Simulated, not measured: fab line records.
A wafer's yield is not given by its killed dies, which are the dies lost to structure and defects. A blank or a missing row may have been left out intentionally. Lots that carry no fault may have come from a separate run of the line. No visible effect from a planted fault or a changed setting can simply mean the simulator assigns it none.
Which tool did it? || flow ritCmos || Sampling: 14 lots, 42 wafers, 3 of 202 route steps

== WHAT THE GAUGES READ, wafer by wafer ==
RIT_NSD_TW_MEAS_10. Usual: for NSD_TW the level is 3101 and the standard deviation is 46.
{"lot": "L892", "measured": "day 3 03:47", "on": "filmMetro-02", "NSD_TW": "3073 3086 3075", "flag": ""}
{"lot": "L893", "measured": "day 3 10:44", "on": "filmMetro-01", "NSD_TW": "3031 3029 3023", "flag": ""}
{"lot": "L894", "measured": "day 3 15:05", "on": "filmMetro-04", "NSD_TW": "3117 3123 3139", "flag": ""}
{"lot": "L895", "measured": "day 3 21:46", "on": "filmMetro-04", "NSD_TW": "3140 3137 3153", "flag": ""}
{"lot": "L896", "measured": "day 4 02:19", "on": "filmMetro-02", "NSD_TW": "3076 3069 3055", "flag": ""}
{"lot": "L897", "measured": "day 4 06:40", "on": "filmMetro-04", "NSD_TW": "3189 3156 3167", "flag": ""}
{"lot": "L898", "measured": "day 4 10:47", "on": "filmMetro-04", "NSD_TW": "3137 3151 3147", "flag": ""}
{"lot": "L903", "measured": "day 5 21:01", "on": "filmMetro-04", "NSD_TW": "3150 3158 3141", "flag": ""}
{"lot": "L906", "measured": "day 6 07:26", "on": "filmMetro-01", "NSD_TW": "3020 3026 3038", "flag": ""}
{"lot": "L907", "measured": "day 6 11:13", "on": "filmMetro-02", "NSD_TW": "3115 3104 3103", "flag": ""}
{"lot": "L911", "measured": "day 7 03:35", "on": "filmMetro-01", "NSD_TW": "2806 2797 2811", "flag": "OFF"}
{"lot": "L912", "measured": "day 7 07:57", "on": "filmMetro-01", "NSD_TW": "3028 3030 3017", "flag": ""}
{"lot": "L913", "measured": "day 7 15:18", "on": "filmMetro-02", "NSD_TW": "2849 2853 2854", "flag": "OFF"}
{"lot": "L914", "measured": "day 7 22:11", "on": "filmMetro-04", "NSD_TW": "3175 3157 3162", "flag": ""}

RIT_SDANNEAL_RS_MEAS_05: a four-point-probe measurement. Usual: for NSD_RS the level is 84.5 ohm/sq and the standard deviation is 0.32.
{"lot": "L892", "measured": "day 3 05:59", "on": "filmMetro-04", "NSD_RS (ohm/sq)": "84.4 84.3 84.4", "flag": ""}
{"lot": "L893", "measured": "day 3 12:49", "on": "filmMetro-04", "NSD_RS (ohm/sq)": "84.2 84.4 84.5", "flag": ""}
{"lot": "L894", "measured": "day 3 17:17", "on": "filmMetro-04", "NSD_RS (ohm/sq)": "84.3 84.0 84.3", "flag": ""}
{"lot": "L895", "measured": "day 3 23:56", "on": "filmMetro-04", "NSD_RS (ohm/sq)": "84.5 84.5 84.7", "flag": ""}
{"lot": "L896", "measured": "day 4 04:29", "on": "filmMetro-01", "NSD_RS (ohm/sq)": "84.8 84.8 84.7", "flag": ""}
{"lot": "L897", "measured": "day 4 08:50", "on": "filmMetro-04", "NSD_RS (ohm/sq)": "84.1 84.0 84.2", "flag": ""}
{"lot": "L898", "measured": "day 4 12:49", "on": "filmMetro-01", "NSD_RS (ohm/sq)": "85.1 85.3 85.3", "flag": ""}
{"lot": "L903", "measured": "day 5 23:10", "on": "filmMetro-04", "NSD_RS (ohm/sq)": "83.9 83.7 84.5", "flag": ""}
{"lot": "L906", "measured": "day 6 09:38", "on": "filmMetro-01", "NSD_RS (ohm/sq)": "84.2 84.5 84.4", "flag": ""}
{"lot": "L907", "measured": "day 6 13:25", "on": "filmMetro-04", "NSD_RS (ohm/sq)": "84.0 84.3 84.0", "flag": ""}
{"lot": "L911", "measured": "day 7 05:38", "on": "filmMetro-02", "NSD_RS (ohm/sq)": "113.1 112.9 112.5", "flag": "OFF"}
{"lot": "L912", "measured": "day 7 10:07", "on": "filmMetro-04", "NSD_RS (ohm/sq)": "84.9 84.8 84.8", "flag": ""}
{"lot": "L913", "measured": "day 7 17:34", "on": "filmMetro-01", "NSD_RS (ohm/sq)": "113.6 113.1 112.9", "flag": "OFF"}
{"lot": "L914", "measured": "day 8 00:23", "on": "filmMetro-01", "NSD_RS (ohm/sq)": "84.4 84.3 84.2", "flag": ""}

== EACH LOT AND THE TOOL THAT RAN IT (in order: tool; ch and the chambers of the sampled wafers; start) ==
{"lot": "L892", "RIT_NSD_IMPLANT_08": "implanter-01 ch 0, day 3 03:28"}
{"lot": "L893", "RIT_NSD_IMPLANT_08": "implanter-01 ch 0, day 3 10:27"}
{"lot": "L894", "RIT_NSD_IMPLANT_08": "implanter-03 ch 0, day 3 14:47"}
{"lot": "L895", "RIT_NSD_IMPLANT_08": "implanter-02 ch 0, day 3 21:26"}
{"lot": "L896", "RIT_NSD_IMPLANT_08": "implanter-01 ch 0, day 4 02:01"}
{"lot": "L897", "RIT_NSD_IMPLANT_08": "implanter-02 ch 0, day 4 06:23"}
{"lot": "L898", "RIT_NSD_IMPLANT_08": "implanter-01 ch 0, day 4 10:28"}
{"lot": "L903", "RIT_NSD_IMPLANT_08": "implanter-02 ch 0, day 5 20:37"}
{"lot": "L906", "RIT_NSD_IMPLANT_08": "implanter-03 ch 0, day 6 07:08"}
{"lot": "L907", "RIT_NSD_IMPLANT_08": "implanter-02 ch 0, day 6 10:53"}
{"lot": "L911", "RIT_NSD_IMPLANT_08": "implanter-02 ch 0, day 7 03:18"}
{"lot": "L912", "RIT_NSD_IMPLANT_08": "implanter-03 ch 0, day 7 07:38"}
{"lot": "L913", "RIT_NSD_IMPLANT_08": "implanter-02 ch 0, day 7 14:59"}
{"lot": "L914", "RIT_NSD_IMPLANT_08": "implanter-01 ch 0, day 7 21:53"}
- RIT_NSD_IMPLANT_08

== WHAT THE TOOLS THEMSELVES READ (means of the sampled wafers that have a number; where no wafer has one, the mark that the record gives instead) ==
RIT_NSD_IMPLANT_08. Usual: doseIonsCm2 9.998e+14, standard deviation 1.2e+12; faradayCurrentUA 3132, standard deviation 60.
{"lot": "L892", "tool": "implanter-01", "doseIonsCm2": 9.990e+14, "faradayCurrentUA": 3109, "flag": ""}
{"lot": "L893", "tool": "implanter-01", "doseIonsCm2": 1.000e+15, "faradayCurrentUA": 3109, "flag": ""}
{"lot": "L894", "tool": "implanter-03", "doseIonsCm2": 9.998e+14, "faradayCurrentUA": 3108, "flag": ""}
{"lot": "L895", "tool": "implanter-02", "doseIonsCm2": 1.001e+15, "faradayCurrentUA": 3183, "flag": ""}
{"lot": "L896", "tool": "implanter-01", "doseIonsCm2": 9.992e+14, "faradayCurrentUA": 3148, "flag": ""}
{"lot": "L897", "tool": "implanter-02", "doseIonsCm2": 9.997e+14, "faradayCurrentUA": 3130, "flag": ""}
{"lot": "L898", "tool": "implanter-01", "doseIonsCm2": 9.991e+14, "faradayCurrentUA": 3146, "flag": ""}
{"lot": "L903", "tool": "implanter-02", "doseIonsCm2": 1.000e+15, "faradayCurrentUA": 3143, "flag": ""}
{"lot": "L906", "tool": "implanter-03", "doseIonsCm2": 9.997e+14, "faradayCurrentUA": 3051, "flag": ""}
{"lot": "L907", "tool": "implanter-02", "doseIonsCm2": 1.000e+15, "faradayCurrentUA": 3123, "flag": ""}
{"lot": "L911", "tool": "implanter-02", "doseIonsCm2": 7.010e+14, "faradayCurrentUA": 2166, "flag": "OFF"}
{"lot": "L912", "tool": "implanter-03", "doseIonsCm2": 1.001e+15, "faradayCurrentUA": 3108, "flag": ""}
{"lot": "L913", "tool": "implanter-02", "doseIonsCm2": 6.995e+14, "faradayCurrentUA": 2185, "flag": "OFF"}
{"lot": "L914", "tool": "implanter-01", "doseIonsCm2": 9.994e+14, "faradayCurrentUA": 3159, "flag": ""}

== THE ANSWER, worked out from the rows above alone ==
Rule: a lot is off if the mean of its wafers that have a number lies more than 3 standard deviations from the usual mean. A lot without any number at a reading at which 4 lots or more have one is off too. All remaining lots with rows at the step are treated as sound. First the gauges in route order, then the tools' own readings, where a lot's mean is used as printed above. At the first step where some lot is off, the reading lying furthest off is the one used; lots without a number count as furthest.
Off: L911, L913, seen at RIT_NSD_TW_MEAS_10 (NSD_TW).
If a tool, at a process step before that reading, ran all the lots that are off and no sound lot after the first of them, it fits. Not tried: the gauges at RIT_NSD_TW_MEAS_10; whatever is off there is also off at RIT_NSD_IMPLANT_08, on other tools, and gauge error can't account for it. One fits: RIT_NSD_IMPLANT_08 on implanter-02. A fault onset in the window from L907 (day 6 10:53, its last sound lot) to L911 (day 7 03:18, its first lot off) fits.
The tool's own readings at RIT_NSD_IMPLANT_08 bear it out: on the lots that are off they differ by more than 5 times the standard deviation of the sound lots' means. doseIonsCm2 reads 7.002e+14 there against 9.998e+14 on the sound lots; faradayCurrentUA reads 2176 there against 3126 on the sound lots.

== WHAT HAD BEEN PUT IN BY THE SIMULATOR ==
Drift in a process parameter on implanter-02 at RIT_NSD_IMPLANT_08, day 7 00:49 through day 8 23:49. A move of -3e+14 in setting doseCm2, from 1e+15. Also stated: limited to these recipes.
Shown lots that were struck: L911, L913. The rule above reached the same finding.
